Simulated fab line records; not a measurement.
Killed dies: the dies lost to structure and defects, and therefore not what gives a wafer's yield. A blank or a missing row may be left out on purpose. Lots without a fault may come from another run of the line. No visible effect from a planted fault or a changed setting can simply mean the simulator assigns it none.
2 desks, one fault -- flow rit-cmos -- each desk has only its own numbers; what lay behind them comes last

## THE METROLOGY DESK
Means of the sampled wafers that have a number, per lot and without regard to the tool the lot ran on: this is what the gauges read. If a lot's mean is further than 4 standard deviations from the usual mean, the lot is out of limits and carries the mark OUT (the distance appears in the brackets).
Columns: A = ACTIVE_NITRIDE_THK at RIT_ACTIVE_THK_MEAS_04, usual 149.9 nm
lot,first seen here,A
L414,day 1 13:44,149.6
L415,day 1 18:42,149.9
L416,day 1 23:33,152.7
L417,day 2 04:32,148.5
L418,day 2 09:32,150.9
L419,day 2 16:39,150.0
L421,day 3 02:16,40.9 (-73) OUT
L424,day 3 16:50,39.1 (-74) OUT
L429,day 4 18:02,150.6
L430,day 4 23:37,151.3
L431,day 5 04:02,149.3
L435,day 5 23:25,147.8
L436,day 6 04:34,150.5
L437,day 6 09:49,147.7
This desk reports L421, L424 out of limits; the earliest was L421 at day 3 02:16 (ACTIVE_NITRIDE_THK at RIT_ACTIVE_THK_MEAS_04). L414, L415, L416, L417, L418, L419, L429, L430, L431, L435, L436, L437: within limits.

## FOR THE TOOL OWNER'S DESK: lpcvd-01
The tool's own readings at RIT_ACTIVE_CVD_03 (deposits Si3N4 from SiH2Cl2/NH3, target thk 150 nm, time 1500 s): means of the sampled wafers that have a number, for each lot that ran on this tool. If a lot's mean is further than 4 standard deviations from the usual mean, the lot is out of limits and carries the mark OUT (the distance appears in the brackets).
Columns: A = sih2cl2-flow-sccm at RIT_ACTIVE_CVD_03, usual 59.99 sccm
lot,first seen here,A
L414,day 1 12:17,60.03
L415,day 1 17:16,59.85
L416,day 1 22:07,59.93
L417,day 2 03:07,59.95
L419,day 2 14:31,59.90
L421,day 3 00:50,59.92
L424,day 3 15:24,60.15
L435,day 5 21:59,60.04
L437,day 6 07:41,60.06
Result from this desk: across the 9 lots, nothing is out of limits.

## TAKEN TOGETHER
On L421, L424, the metrology desk was in a position to raise an alarm at day 3 02:16.
Nothing out of limits was seen by the tool owner's desk.
The tool owner's desk has L421, L424 on record, within its limits.
The lots listed all ran RIT_ACTIVE_CVD_03 on lpcvd-01.

## WHAT THE SIMULATOR PUT IN
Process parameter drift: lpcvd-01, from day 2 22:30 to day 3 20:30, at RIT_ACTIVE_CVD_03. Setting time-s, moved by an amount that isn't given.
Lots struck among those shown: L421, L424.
Hours from the fault's start to each desk's first reading out of limits: the metrology desk, 4.
